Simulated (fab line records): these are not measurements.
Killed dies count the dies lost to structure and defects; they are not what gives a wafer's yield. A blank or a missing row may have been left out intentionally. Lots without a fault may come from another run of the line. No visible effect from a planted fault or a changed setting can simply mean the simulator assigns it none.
Code-filled problem report in 8D (eight disciplines) form | flow berkeley-cmos170 | the parts of the form that need people (team, actions taken, sign-off) are left out

1. THE PROBLEM
Across 9 wafers from 3 lots, NWELL_TW at UCB170_NWELL_TW_MEAS_16 averages 1283, while fault-free wafers read 1243 with a standard deviation of 6.8. Measured from the usual mean, that is +5.9 standard deviations.
The first sign was on wafer L273.1 at day 4 01:01, on film-metro-02. The record holds 45 wafers of 15 lots with a number at this step. Rule for "out" (also "out of limits"): further than 4 standard deviations from the usual mean. The other wafers with a number count as sound.

2. WHAT IT IS, WHAT IT ISN'T
question                    | is                                          | is not
which readings at this step | NWELL_TW                                    | -
which lots                  | L273, L276, L278                            | L266, L267, L268, L275, L279, L281, L282, L284, L285, L286, L288, L289
which wafers of those lots  | all that have a number                      | -
read on which gauges        | film-metro-01, film-metro-02, film-metro-04 | -
when                        | from day 4 01:01                            | up to then (9 sound wafers); but 27 sound wafers of L275, L279, L281, L282, L284, L285, L286, L288, L289 came after

3. WHAT RULES OUT EACH SUSPECT
Counting: any tool at a process step up to the reading is kept as a suspect provided that every lot that is out went through it and no sound lot did after the first of them.
- the gauge at UCB170_NWELL_TW_MEAS_16: ruled out. 3 gauges (film-metro-01, film-metro-02, film-metro-04) read the wafers that are out.
- implanter-04 at UCB170_NWELL_IMPLANT_14: kept. It processed each lot that is out, first L273 at day 4 00:46, and no sound lot thereafter; up to then, the last sound lot it processed was L267 at day 2 11:05. Its own readings are out on those wafers: beam-energy-keV.
Left after counting: implanter-04 at UCB170_NWELL_IMPLANT_14.

4. THE CAUSE (what the simulator had put in)
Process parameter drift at UCB170_NWELL_IMPLANT_14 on implanter-04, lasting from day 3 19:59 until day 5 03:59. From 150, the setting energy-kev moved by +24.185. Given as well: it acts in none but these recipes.
This tool alone remained once counting was done.

5. SEQUENCE OF EFFECTS, ordered by route
Each row: a reading where the mean over the struck wafers with a number is more than 3 standard deviations away from the usual. Readings are gone through only where the record gives a usual standard deviation; hours: the median, over the lots, of the time from a lot's start at the first step in this table giving one to that lot's start at this step; sigmas: the change measured in usual standard deviations.
hours | step                    | reading         | usual  | on struck wafers | change | sigmas
0     | UCB170_NWELL_IMPLANT_14 | beam-energy-keV | 150.01 | 174.18           | +24.17 | +99 or more
0     | UCB170_NWELL_TW_MEAS_16 | NWELL_TW        | 1243   | 1283             | +40    | +5.9
Its process steps:
- UCB170_NWELL_IMPLANT_14

6. HOW IT WOULD HAVE BEEN CAUGHT EARLIER
Counted from the fault's start at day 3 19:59, it took 5 hours until the first out-of-limits reading at a measuring or inspecting step in this record, taken at day 4 01:01.
Tool's own readings at UCB170_NWELL_IMPLANT_14, beam-energy-keV: out on all struck wafers the step has rows for; an alarm limit on them would have tripped on the first.
Of the lots that are out (3), L276, L278 began UCB170_NWELL_IMPLANT_14 on implanter-04 after day 4 01:01. A hold on the tool at that time would have spared those 2.
